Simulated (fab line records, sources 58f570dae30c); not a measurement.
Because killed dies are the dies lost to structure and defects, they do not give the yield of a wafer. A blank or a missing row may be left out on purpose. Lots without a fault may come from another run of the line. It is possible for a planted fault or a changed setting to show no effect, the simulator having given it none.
Split-lot experiment || flow berkeley cmos170 || on a route of 331 steps: 5 lots, 23 wafers read

== SPLIT DETAILS ==
At UCB170_NLDD_IMPLANT_08, the setting energy kev was moved away from the recipe's 30 on 8 of the 23 wafers read, by -3.4% to -1.6%. For the rest of the wafers, this setting stayed at what the recipe calls for.

The reading comes from the split's own step.

== THE READING ==
In nm, at UCB170_NLDD_IMPLANT_08: implant.drp nm, which is the simulator's own figure and was read by no gauge. There is no usual value for it anywhere in the file.

{"wafer": "L076.1", "tool, chamber at the split": "implanter-04, 0", "energy kev as run": 30, "against the recipe": "recipe", "implant.drp nm, nm": 9.611, "against lot-mates on the recipe": "-"}
{"wafer": "L076.2", "tool, chamber at the split": "implanter-04, 0", "energy kev as run": 30, "against the recipe": "recipe", "implant.drp nm, nm": 9.611, "against lot-mates on the recipe": "-"}
{"wafer": "L076.3", "tool, chamber at the split": "implanter-04, 0", "energy kev as run": 30, "against the recipe": "recipe", "implant.drp nm, nm": 9.611, "against lot-mates on the recipe": "-"}
{"wafer": "L076.4", "tool, chamber at the split": "implanter-04, 0", "energy kev as run": 29.52, "against the recipe": "-1.6%", "implant.drp nm, nm": 9.498, "against lot-mates on the recipe": -0.113}
{"wafer": "L076.6", "tool, chamber at the split": "implanter-04, 0", "energy kev as run": 29.52, "against the recipe": "-1.6%", "implant.drp nm, nm": 9.498, "against lot-mates on the recipe": -0.113}
{"wafer": "L077.1", "tool, chamber at the split": "implanter-04, 0", "energy kev as run": 30, "against the recipe": "recipe", "implant.drp nm, nm": 9.611, "against lot-mates on the recipe": "-"}
{"wafer": "L077.2", "tool, chamber at the split": "implanter-04, 0", "energy kev as run": 30, "against the recipe": "recipe", "implant.drp nm, nm": 9.611, "against lot-mates on the recipe": "-"}
{"wafer": "L077.5", "tool, chamber at the split": "implanter-04, 0", "energy kev as run": 30, "against the recipe": "recipe", "implant.drp nm, nm": 9.611, "against lot-mates on the recipe": "-"}
{"wafer": "L077.4", "tool, chamber at the split": "implanter-04, 0", "energy kev as run": 29.45, "against the recipe": "-1.8%", "implant.drp nm, nm": 9.482, "against lot-mates on the recipe": -0.129}
{"wafer": "L077.6", "tool, chamber at the split": "implanter-04, 0", "energy kev as run": 29.45, "against the recipe": "-1.8%", "implant.drp nm, nm": 9.482, "against lot-mates on the recipe": -0.129}
{"wafer": "L078.1", "tool, chamber at the split": "implanter-01, 0", "energy kev as run": 30, "against the recipe": "recipe", "implant.drp nm, nm": 9.611, "against lot-mates on the recipe": "-"}
{"wafer": "L078.2", "tool, chamber at the split": "implanter-01, 0", "energy kev as run": 30, "against the recipe": "recipe", "implant.drp nm, nm": 9.611, "against lot-mates on the recipe": "-"}
{"wafer": "L078.5", "tool, chamber at the split": "implanter-01, 0", "energy kev as run": 30, "against the recipe": "recipe", "implant.drp nm, nm": 9.611, "against lot-mates on the recipe": "-"}
{"wafer": "L078.4", "tool, chamber at the split": "implanter-01, 0", "energy kev as run": 28.99, "against the recipe": "-3.4%", "implant.drp nm, nm": 9.374, "against lot-mates on the recipe": -0.237}
{"wafer": "L078.6", "tool, chamber at the split": "implanter-01, 0", "energy kev as run": 28.99, "against the recipe": "-3.4%", "implant.drp nm, nm": 9.374, "against lot-mates on the recipe": -0.237}
{"wafer": "L082.1", "tool, chamber at the split": "implanter-01, 0", "energy kev as run": 30, "against the recipe": "recipe", "implant.drp nm, nm": 9.611, "against lot-mates on the recipe": "-"}
{"wafer": "L082.3", "tool, chamber at the split": "implanter-01, 0", "energy kev as run": 30, "against the recipe": "recipe", "implant.drp nm, nm": 9.611, "against lot-mates on the recipe": "-"}
{"wafer": "L082.4", "tool, chamber at the split": "implanter-01, 0", "energy kev as run": 30, "against the recipe": "recipe", "implant.drp nm, nm": 9.611, "against lot-mates on the recipe": "-"}
{"wafer": "L083.1", "tool, chamber at the split": "implanter-04, 0", "energy kev as run": 30, "against the recipe": "recipe", "implant.drp nm, nm": 9.611, "against lot-mates on the recipe": "-"}
{"wafer": "L083.5", "tool, chamber at the split": "implanter-04, 0", "energy kev as run": 30, "against the recipe": "recipe", "implant.drp nm, nm": 9.611, "against lot-mates on the recipe": "-"}
{"wafer": "L083.6", "tool, chamber at the split": "implanter-04, 0", "energy kev as run": 30, "against the recipe": "recipe", "implant.drp nm, nm": 9.611, "against lot-mates on the recipe": "-"}
{"wafer": "L083.3", "tool, chamber at the split": "implanter-04, 0", "energy kev as run": 29.18, "against the recipe": "-2.7%", "implant.drp nm, nm": 9.419, "against lot-mates on the recipe": -0.192}
{"wafer": "L083.4", "tool, chamber at the split": "implanter-04, 0", "energy kev as run": 29.18, "against the recipe": "-2.7%", "implant.drp nm, nm": 9.419, "against lot-mates on the recipe": -0.192}

THE FIT
A straight line over all 23 wafers: implant.drp nm changes by +0.0704 nm for each +1% of energy kev; r = +1.00; the points scatter about the line by 0.00017 nm.
The same after taking each lot's own level away (the mean of its wafers on the recipe; 23 wafers): +0.0704 nm for each +1%; r = +1.00; scatter 0.00017 nm.
The reading moves by 0.24 nm for the largest change in energy kev, on that fit.
The lots' own levels span 9.6110 to 9.6110 nm.
The two slopes are in agreement: the lot-to-lot level therefore moves the slope only a little.
Check: for one of the wafers moved furthest among these (-3.4%), held out of the fit, the line's prediction against its lot-mates is -0.237 nm. Against them it came out at -0.237 nm.

== FURTHER SPLITS ON THESE WAFERS ==
Note: prior to the reading, these wafers also went through further splits. Each is held against what the fit with the lots' levels taken away leaves over:
{"other split on the same wafers": "UCB170_PLDD_EXPOSE_03 dose mj", "wafers away from the commonest value": 11, "r with implant.drp nm (lot level and that fit taken away)": "+0.38"}
{"other split on the same wafers": "UCB170_NLDD_COAT_01 resist thk nm", "wafers away from the commonest value": 11, "r with implant.drp nm (lot level and that fit taken away)": -0.28}

== FILE'S OWN FIT ==
implant.drp nm changes by +0.0701 nm for each +1% of energy kev, r = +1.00.
